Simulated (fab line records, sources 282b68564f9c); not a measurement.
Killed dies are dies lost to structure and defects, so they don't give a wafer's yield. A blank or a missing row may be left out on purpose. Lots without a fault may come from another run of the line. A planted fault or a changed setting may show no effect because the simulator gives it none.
A sampling plan put to the test | flow rit_cmos | one fab line, 15 faults that these records tell of, each judged on the records of the lots that it struck
The plan is the line's own looks: the steps of the route at which a gauge or an inspection reads the wafer and doesn't change it. A look can be judged if struck wafers have a number there and the file gives its usual mean and standard deviation on fault-free wafers. Caught: at a look after the fault's first step, the mean of the struck wafers lies 4 or more of those standard deviations (sigma) from the usual mean. On the tool: the same test on the tool's own readings at the fault's steps. Another recipe on the struck wafers, or a record that is blank for them alone, also counts as caught.

THE FAULTS, as the simulator had put them in
1. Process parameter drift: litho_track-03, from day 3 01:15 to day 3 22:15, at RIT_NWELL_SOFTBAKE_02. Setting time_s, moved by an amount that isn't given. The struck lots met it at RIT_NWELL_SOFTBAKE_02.
2. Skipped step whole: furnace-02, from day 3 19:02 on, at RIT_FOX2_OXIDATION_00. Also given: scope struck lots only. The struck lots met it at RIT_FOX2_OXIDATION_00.
3. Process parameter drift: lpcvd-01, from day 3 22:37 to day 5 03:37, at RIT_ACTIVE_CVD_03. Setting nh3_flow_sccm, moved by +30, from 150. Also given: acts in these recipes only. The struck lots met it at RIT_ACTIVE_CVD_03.
4. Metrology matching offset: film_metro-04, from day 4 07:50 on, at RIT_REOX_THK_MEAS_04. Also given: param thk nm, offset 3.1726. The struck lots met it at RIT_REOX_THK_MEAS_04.
5. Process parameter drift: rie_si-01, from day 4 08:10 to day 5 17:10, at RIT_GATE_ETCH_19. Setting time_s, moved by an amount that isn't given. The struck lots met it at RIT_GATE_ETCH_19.
6. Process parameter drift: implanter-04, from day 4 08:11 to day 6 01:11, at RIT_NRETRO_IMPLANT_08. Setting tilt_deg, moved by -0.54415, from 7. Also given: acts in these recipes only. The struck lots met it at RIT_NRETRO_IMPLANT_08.
7. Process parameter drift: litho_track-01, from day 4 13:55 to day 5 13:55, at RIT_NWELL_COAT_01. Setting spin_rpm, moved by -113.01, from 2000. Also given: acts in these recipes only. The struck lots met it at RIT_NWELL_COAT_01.
8. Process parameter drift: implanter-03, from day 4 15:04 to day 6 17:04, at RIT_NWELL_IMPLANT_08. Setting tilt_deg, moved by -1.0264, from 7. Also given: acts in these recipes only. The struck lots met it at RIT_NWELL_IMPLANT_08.
9. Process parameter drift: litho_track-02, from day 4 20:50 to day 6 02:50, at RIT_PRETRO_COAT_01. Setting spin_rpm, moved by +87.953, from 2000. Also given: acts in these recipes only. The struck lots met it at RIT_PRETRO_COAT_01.
10. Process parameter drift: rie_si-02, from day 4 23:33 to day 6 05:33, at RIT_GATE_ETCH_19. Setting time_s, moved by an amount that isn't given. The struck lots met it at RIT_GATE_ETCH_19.
11. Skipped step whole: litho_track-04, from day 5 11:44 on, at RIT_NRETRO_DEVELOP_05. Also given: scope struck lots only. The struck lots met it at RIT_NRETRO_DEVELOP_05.
12. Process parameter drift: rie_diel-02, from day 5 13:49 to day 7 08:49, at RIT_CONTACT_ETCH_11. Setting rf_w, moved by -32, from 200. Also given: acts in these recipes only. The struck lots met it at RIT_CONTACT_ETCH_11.
13. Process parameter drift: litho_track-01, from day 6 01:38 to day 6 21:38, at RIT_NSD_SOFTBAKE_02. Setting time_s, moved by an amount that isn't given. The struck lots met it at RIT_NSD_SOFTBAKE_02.
14. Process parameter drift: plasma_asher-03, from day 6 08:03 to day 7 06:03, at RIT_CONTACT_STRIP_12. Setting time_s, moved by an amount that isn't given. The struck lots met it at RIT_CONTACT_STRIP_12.
15. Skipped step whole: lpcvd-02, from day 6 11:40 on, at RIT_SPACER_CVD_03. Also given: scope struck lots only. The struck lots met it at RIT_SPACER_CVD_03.

WHAT THE PLAN SAW
fault | on the tool itself                               | first look that catches it                      | reading, sigma         | median hours from its first step to that look | hours from the fault's start to the first struck lot there | judged looks passed uncaught
1     | run_length_s +26 sigma                           | no look after it can be judged                  | -                      | -                                             | -                                                          | 0
2     | the tool's record is blank for the struck wafers | none of the 2 looks that can be judged after it | -                      | -                                             | -                                                          | 2
3     | nh3_flow_sccm +73 sigma                          | RIT_ACTIVE_THK_MEAS_04                          | ACTIVE_NITRIDE_THK +14 | 1.4                                           | 4                                                          | 0
4     | REOX_OXIDE_THK +7.2 sigma                        | none of the 2 looks that can be judged after it | -                      | -                                             | -                                                          | 2
5     | run_length_s +99 or beyond sigma                 | none of the 2 looks that can be judged after it | -                      | -                                             | -                                                          | 2
6     | tilt_deg -28 sigma                               | no look after it can be judged                  | -                      | -                                             | -                                                          | 0
7     | spin_speed_rpm -86 sigma                         | no look after it can be judged                  | -                      | -                                             | -                                                          | 0
8     | tilt_deg -51 sigma                               | no look after it can be judged                  | -                      | -                                             | -                                                          | 0
9     | spin_speed_rpm +58 sigma                         | no look after it can be judged                  | -                      | -                                             | -                                                          | 0
10    | run_length_s +99 or beyond sigma                 | not the one look that can be judged after it    | -                      | -                                             | -                                                          | 1
11    | the tool's record is blank for the struck wafers | no look after it can be judged                  | -                      | -                                             | -                                                          | 0
12    | rf_fwd_power_W -53 sigma                         | not the one look that can be judged after it    | -                      | -                                             | -                                                          | 1
13    | run_length_s +39 sigma                           | no look after it can be judged                  | -                      | -                                             | -                                                          | 0
14    | run_length_s -18 sigma                           | no look after it can be judged                  | -                      | -                                             | -                                                          | 0
15    | the tool's record is blank for the struck wafers | no look after it can be judged                  | -                      | -                                             | -                                                          | 0
A dash: the fault isn't caught, or these records don't give the number.

Caught at a look: 1 of 15. Caught on the tool: 15 of 15. By one or the other: 15 of 15.
Caught on the tool alone: faults 1, 2, 4, 5, 6, 7, 8, 9, 10, 11, 12, 13, 14, 15.

THINNER SAMPLING
If the look that catches a fault measured only every second or every third lot, by lot number, the first struck lot would be measured this late in the worst case:
fault | struck lots at that look, in order of time | every lot | every second lot | every third lot
3     | L628, L630, L631                           | 4 h       | 18 h             | may miss all 3
Hours are from the fault's start to the first struck lot that is measured. The limit of 4 sigma was tested on all struck wafers together, so one lot alone may lie under it. Other struck lots may not be in these records.

THE LONGEST TIMED WAY FROM STEP TO LOOK
Fault 3: a median of 1.4 hours passes between RIT_ACTIVE_CVD_03 and RIT_ACTIVE_THK_MEAS_04. No look between them can be judged.
